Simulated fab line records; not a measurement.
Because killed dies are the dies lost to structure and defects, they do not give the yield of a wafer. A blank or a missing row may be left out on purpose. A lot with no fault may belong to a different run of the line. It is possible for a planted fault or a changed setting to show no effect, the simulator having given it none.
Check of tool commonality ; flow rit_cmos ; 14 lots, 48 wafers sampled

REASON IT WAS OPENED
2 of 14 lots carry a flag on the reading ACTIVE_OXIDE_THK at RIT_ACTIVE_THK_MEAS_02. Wafers without a fault read 48.6 nm, standard deviation 1.
Rule: a lot is flagged when every wafer of it that has a number lies more than 4 standard deviations from that mean, or none has a number. The other lots count as sound.

lot;measured;on;ACTIVE_OXIDE_THK (nm), wafer by wafer;flag
L246;day 1 13:00;film_metro-04;50.6 51.4 51.8;
L248;day 1 22:04;film_metro-01;49.3 49.5 49.8;
L250;day 2 08:05;film_metro-01;49.5 48.5 49.3;
L251;day 2 13:20;film_metro-04;49.1 49.2 49.3;
L253;day 2 23:46;film_metro-03;49.6 49.9 49.4;
L254;day 3 04:49;film_metro-03;48.4 48.5 47.7;
L256;day 3 14:03;film_metro-01;48.5 48.1 49.3;
L260;day 4 10:25;film_metro-01;41.5 41.6 41.7 41.4 41.7 41.6;FLAGGED
L261;day 4 15:04;film_metro-01;42.0 41.8 41.2 42.0 41.9 41.2;FLAGGED
L263;day 5 02:13;film_metro-04;48.8 48.7 48.7;
L264;day 5 06:04;film_metro-01;49.5 49.1 49.9;
L265;day 5 11:04;film_metro-01;48.1 47.9 48.4;
L267;day 5 21:03;film_metro-03;49.6 49.2 49.3;
L269;day 6 07:03;film_metro-04;49.1 48.3 49.0;
The mean of the flagged lots' numbers is 41.6 nm, -7.0 nm from the usual (-7 standard deviations).

TOOL THAT RAN EACH LOT
The record holds 1 process step before the reading, out of a route of 202 steps. Read each cell as the tool, then ch plus the chambers that the sampled wafers visited, then the start.
lot;flag;RIT_ACTIVE_OXIDATION_01
L246;;furnace-03 ch 0, day 1 11:02
L248;;furnace-03 ch 0, day 1 20:07
L250;;furnace-03 ch 0, day 2 06:08
L251;;furnace-02 ch 0, day 2 11:23
L253;;furnace-03 ch 0, day 2 21:50
L254;;furnace-03 ch 0, day 3 02:53
L256;;furnace-03 ch 0, day 3 12:07
L260;FLAGGED;furnace-03 ch 0, day 4 08:28
L261;FLAGGED;furnace-03 ch 0, day 4 13:07
L263;;furnace-04 ch 0, day 5 00:17
L264;;furnace-04 ch 0, day 5 04:07
L265;;furnace-02 ch 0, day 5 09:07
L267;;furnace-02 ch 0, day 5 19:07
L269;;furnace-02 ch 0, day 6 05:07
What these steps do:
- RIT_ACTIVE_OXIDATION_01: target thk 46.8 nm, ox time 3360 s.
- RIT_ACTIVE_THK_MEAS_02

FLAGGED OVER TOTAL, TOOL BY TOOL (the gauges that took the reading come last)
step;tool;lots run;flagged;share of the flagged lots;sound lots run after its first flagged lot
RIT_ACTIVE_OXIDATION_01;furnace-02;4;0;none;-
RIT_ACTIVE_OXIDATION_01;furnace-03;8;2;all;0
RIT_ACTIVE_OXIDATION_01;furnace-04;2;0;none;-
RIT_ACTIVE_THK_MEAS_02;film_metro-01;7;2;all;2 (L264,L265)
RIT_ACTIVE_THK_MEAS_02;film_metro-03;3;0;none;-
RIT_ACTIVE_THK_MEAS_02;film_metro-04;4;0;none;-

WHAT THE TABLE ALLOWS
Table rows that saw every flagged lot: 2, namely furnace-03 at RIT_ACTIVE_OXIDATION_01 and film_metro-01 at RIT_ACTIVE_THK_MEAS_02.
- furnace-03 at RIT_ACTIVE_OXIDATION_01 ran 8 lots, 2 of them flagged. It ran its last sound lot, L256, at day 3 12:07 and its first flagged lot, L260, at day 4 08:28: a fault with its onset between the two fits.
- film_metro-01 at RIT_ACTIVE_THK_MEAS_02 ran 7 lots, 2 of them flagged. After the first flagged lot (L264, L265), sound lots still ran on it; a lasting fault on the whole tool would not permit that.
Just one tool remains: furnace-03 at RIT_ACTIVE_OXIDATION_01.

WHAT THE SIMULATOR HAD INSERTED
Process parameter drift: furnace-03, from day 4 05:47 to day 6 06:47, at RIT_ACTIVE_OXIDATION_01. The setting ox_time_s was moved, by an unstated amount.
Struck lots among those shown: L260, L261. The rule above found the same.
